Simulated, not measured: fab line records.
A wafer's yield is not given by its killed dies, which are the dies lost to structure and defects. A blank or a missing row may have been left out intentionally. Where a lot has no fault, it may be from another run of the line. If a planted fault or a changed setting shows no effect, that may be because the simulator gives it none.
Split-lot study || flow ritCmos || 5 lots, 23 wafers read, on a route of 202 steps

## ON THE SPLIT
At RIT_NLDD_IMPLANT_08, the setting energyKev was moved away from the recipe's 20 on 7 of the 23 wafers read, by -5.5% to -3.2%. This setting was run at the recipe's value on the other wafers.

Reading taken at the split's own step.

## THE READING
implant.drpNm (the simulator's own value, which no gauge read), in nm, at RIT_NLDD_IMPLANT_08. The file does not state a usual value for it.

{"wafer": "L074.2", "tool, chamber at the split": "implanter-01, 0", "energyKev as run": 20, "against the recipe": "recipe", "implant.drpNm, nm": 12.97, "against lot-mates on the recipe": "-"}
{"wafer": "L074.3", "tool, chamber at the split": "implanter-01, 0", "energyKev as run": 20, "against the recipe": "recipe", "implant.drpNm, nm": 12.97, "against lot-mates on the recipe": "-"}
{"wafer": "L074.4", "tool, chamber at the split": "implanter-01, 0", "energyKev as run": 20, "against the recipe": "recipe", "implant.drpNm, nm": 12.97, "against lot-mates on the recipe": "-"}
{"wafer": "L076.2", "tool, chamber at the split": "implanter-01, 0", "energyKev as run": 20, "against the recipe": "recipe", "implant.drpNm, nm": 12.97, "against lot-mates on the recipe": "-"}
{"wafer": "L076.3", "tool, chamber at the split": "implanter-01, 0", "energyKev as run": 20, "against the recipe": "recipe", "implant.drpNm, nm": 12.97, "against lot-mates on the recipe": "-"}
{"wafer": "L076.5", "tool, chamber at the split": "implanter-01, 0", "energyKev as run": 20, "against the recipe": "recipe", "implant.drpNm, nm": 12.97, "against lot-mates on the recipe": "-"}
{"wafer": "L076.4", "tool, chamber at the split": "implanter-01, 0", "energyKev as run": 18.89, "against the recipe": "-5.5%", "implant.drpNm, nm": 12.53, "against lot-mates on the recipe": -0.44}
{"wafer": "L076.6", "tool, chamber at the split": "implanter-01, 0", "energyKev as run": 18.89, "against the recipe": "-5.5%", "implant.drpNm, nm": 12.53, "against lot-mates on the recipe": -0.44}
{"wafer": "L077.2", "tool, chamber at the split": "implanter-03, 0", "energyKev as run": 19.29, "against the recipe": "-3.6%", "implant.drpNm, nm": 12.69, "against lot-mates on the recipe": -0.28}
{"wafer": "L077.4", "tool, chamber at the split": "implanter-03, 0", "energyKev as run": 19.29, "against the recipe": "-3.6%", "implant.drpNm, nm": 12.69, "against lot-mates on the recipe": -0.28}
{"wafer": "L077.6", "tool, chamber at the split": "implanter-03, 0", "energyKev as run": 19.29, "against the recipe": "-3.6%", "implant.drpNm, nm": 12.69, "against lot-mates on the recipe": -0.28}
{"wafer": "L077.3", "tool, chamber at the split": "implanter-03, 0", "energyKev as run": 20, "against the recipe": "recipe", "implant.drpNm, nm": 12.97, "against lot-mates on the recipe": "-"}
{"wafer": "L077.5", "tool, chamber at the split": "implanter-03, 0", "energyKev as run": 20, "against the recipe": "recipe", "implant.drpNm, nm": 12.97, "against lot-mates on the recipe": "-"}
{"wafer": "L080.1", "tool, chamber at the split": "implanter-01, 0", "energyKev as run": 20, "against the recipe": "recipe", "implant.drpNm, nm": 12.97, "against lot-mates on the recipe": "-"}
{"wafer": "L080.3", "tool, chamber at the split": "implanter-01, 0", "energyKev as run": 20, "against the recipe": "recipe", "implant.drpNm, nm": 12.97, "against lot-mates on the recipe": "-"}
{"wafer": "L080.4", "tool, chamber at the split": "implanter-01, 0", "energyKev as run": 20, "against the recipe": "recipe", "implant.drpNm, nm": 12.97, "against lot-mates on the recipe": "-"}
{"wafer": "L080.5", "tool, chamber at the split": "implanter-01, 0", "energyKev as run": 19.36, "against the recipe": "-3.2%", "implant.drpNm, nm": 12.72, "against lot-mates on the recipe": -0.25}
{"wafer": "L080.6", "tool, chamber at the split": "implanter-01, 0", "energyKev as run": 19.36, "against the recipe": "-3.2%", "implant.drpNm, nm": 12.72, "against lot-mates on the recipe": -0.25}
{"wafer": "L084.1", "tool, chamber at the split": "implanter-01, 0", "energyKev as run": 20, "against the recipe": "recipe", "implant.drpNm, nm": 12.97, "against lot-mates on the recipe": "-"}
{"wafer": "L084.2", "tool, chamber at the split": "implanter-01, 0", "energyKev as run": 20, "against the recipe": "recipe", "implant.drpNm, nm": 12.97, "against lot-mates on the recipe": "-"}
{"wafer": "L084.3", "tool, chamber at the split": "implanter-01, 0", "energyKev as run": 20, "against the recipe": "recipe", "implant.drpNm, nm": 12.97, "against lot-mates on the recipe": "-"}
{"wafer": "L084.4", "tool, chamber at the split": "implanter-01, 0", "energyKev as run": 20, "against the recipe": "recipe", "implant.drpNm, nm": 12.97, "against lot-mates on the recipe": "-"}
{"wafer": "L084.5", "tool, chamber at the split": "implanter-01, 0", "energyKev as run": 20, "against the recipe": "recipe", "implant.drpNm, nm": 12.97, "against lot-mates on the recipe": "-"}

THE FIT
A straight line over all 23 wafers: implant.drpNm changes by +0.079 nm for each +1% of energyKev; r = +1.00; the points scatter about the line by 0.00099 nm.
The same after taking each lot's own level away (the mean of its wafers on the recipe; 23 wafers): +0.079 nm for each +1%; r = +1.00; scatter 0.00099 nm.
Per that fit: largest energyKev move, reading shift of 0.44 nm.
The lots' own levels span 12.970 to 12.970 nm.
The two slopes are in agreement: the lot-to-lot level therefore moves the slope only a little.
Check: -0.438 nm against its lot-mates is what the line predicts for one of the wafers moved furthest among these (-5.5%) when that wafer is left out of the fit. It came out at -0.44 nm against them.

## FURTHER SPLITS ON THESE WAFERS
Before the reading, these wafers also passed through other splits. Each is held against what the fit with the lots' levels taken away leaves over:
{"other split on the same wafers": "RIT_ACTIVE_CVD_03 sih2cl2FlowSccm", "wafers away from the commonest value": 15, "r with implant.drpNm (lot level and that fit taken away)": -0.39}
{"other split on the same wafers": "RIT_NWELL_HARDBAKE_07 tempC", "wafers away from the commonest value": 7, "r with implant.drpNm (lot level and that fit taken away)": "+0.05"}
{"other split on the same wafers": "RIT_PWELL_SOFTBAKE_02 tempC", "wafers away from the commonest value": 9, "r with implant.drpNm (lot level and that fit taken away)": "+0.13"}
{"other split on the same wafers": "RIT_PWELL_IMPLANT_08 doseCm2", "wafers away from the commonest value": 10, "r with implant.drpNm (lot level and that fit taken away)": "+0.08"}
{"other split on the same wafers": "RIT_NRETRO_COAT_01 spinRpm", "wafers away from the commonest value": 8, "r with implant.drpNm (lot level and that fit taken away)": "+0.20"}
{"other split on the same wafers": "RIT_NRETRO_DEVELOP_05 developTimeS", "wafers away from the commonest value": 6, "r with implant.drpNm (lot level and that fit taken away)": -0.22}
{"other split on the same wafers": "RIT_GATE_COAT_11 spinRpm", "wafers away from the commonest value": 6, "r with implant.drpNm (lot level and that fit taken away)": "+0.06"}
{"other split on the same wafers": "RIT_GATE_ETCH_19 overEtchFrac", "wafers away from the commonest value": 7, "r with implant.drpNm (lot level and that fit taken away)": -0.06}

## FILE'S OWN FIT
implant.drpNm changes by +0.079 nm for each +1% of energyKev, r = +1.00.
